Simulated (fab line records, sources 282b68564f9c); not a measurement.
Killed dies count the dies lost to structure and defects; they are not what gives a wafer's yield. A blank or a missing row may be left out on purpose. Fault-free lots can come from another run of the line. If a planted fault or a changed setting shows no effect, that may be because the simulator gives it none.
Struck lot and sound lot, side by side + flow rit-cmos + 14 out of 202 route steps
Sound: the wafers L440.1, L440.2, L440.5. Wafers L432.1, L432.4, L432.5 were the ones struck. Last of all comes the cause.
For every step that has rows: the tool of each side, followed by ch and its chambers, followed by its first start. Under that, the readings that differ: sound wafers + struck wafers + difference of the means + sigmas: that difference in standard deviations of wafers without a fault.
alike: same words and numbers on both sides, and readings whose means sit less than 2 such deviations apart. not compared: any withheld reading, any reading some wafer has no value for, any bound like >300 that may hide the same value, and any number with overlapping values for which the record gives no deviation.
Wherever a step has rows on one side only, a row that says differs or no value, or a row with sigmas, the two part there. Numbers that have no deviation but don't overlap get no sigmas and don't part them. A reading that every wafer of one side lacks parts them only if that side has two wafers or more.

first, 3 steps without rows for these wafers: RIT_NLDD_EXPOSE_03 (exposes mask M7, target cd 40700 nm); RIT_NLDD_PEB_04; RIT_NLDD_DEVELOP_05 (develop time 50 s).
RIT_NLDD_OVL_MEAS_06:
  struck on overlay-02, day 5 06:10; sound on overlay-01, day 7 03:21
  alike: NLDD_OVL
then, 2 steps without rows for these wafers: RIT_NLDD_HARDBAKE_07 (time 60 s); RIT_NLDD_IMPLANT_08.
RIT_NLDD_STRIP_09: strips in O2, time 180 s.
  sound on plasma-asher-04 ch 0,1, day 7 03:41; struck on plasma-asher-03 ch 0,1, day 5 06:30
  alike: drypump-motor-current-A
  not compared: rf-hours-counter-h
RIT_NLDD_TW_MEAS_10:
  struck on film-metro-03, day 5 06:40; sound on film-metro-02, day 7 03:52
  alike: NLDD_TW
then, 4 steps without rows for these wafers: RIT_PLDD_HMDS_00 (prime time 60 s); RIT_PLDD_COAT_01 (resist thk 1000 nm); RIT_PLDD_SOFTBAKE_02 (time 60 s); RIT_PLDD_EXPOSE_03 (exposes mask M8, target cd 40900 nm).
RIT_PLDD_PEB_04:
  struck on litho-track-04, day 5 07:18; sound on litho-track-01 ch 0, day 7 04:37
| reading         | sound          | struck | difference                    | sigmas |
|-----------------|----------------|--------|-------------------------------|--------|
| exhaust-pa (Pa) | 45.4 45.7 43.6 | - - -  | no value on the struck wafers |        |
  not compared: chill-plate-temp-C
then, 1 step without rows for these wafers: RIT_PLDD_DEVELOP_05 (develop time 50 s).

== WHERE THEY PART ==
Within this record, at RIT_PLDD_PEB_04 only.

WHY: what had been put in by the simulator
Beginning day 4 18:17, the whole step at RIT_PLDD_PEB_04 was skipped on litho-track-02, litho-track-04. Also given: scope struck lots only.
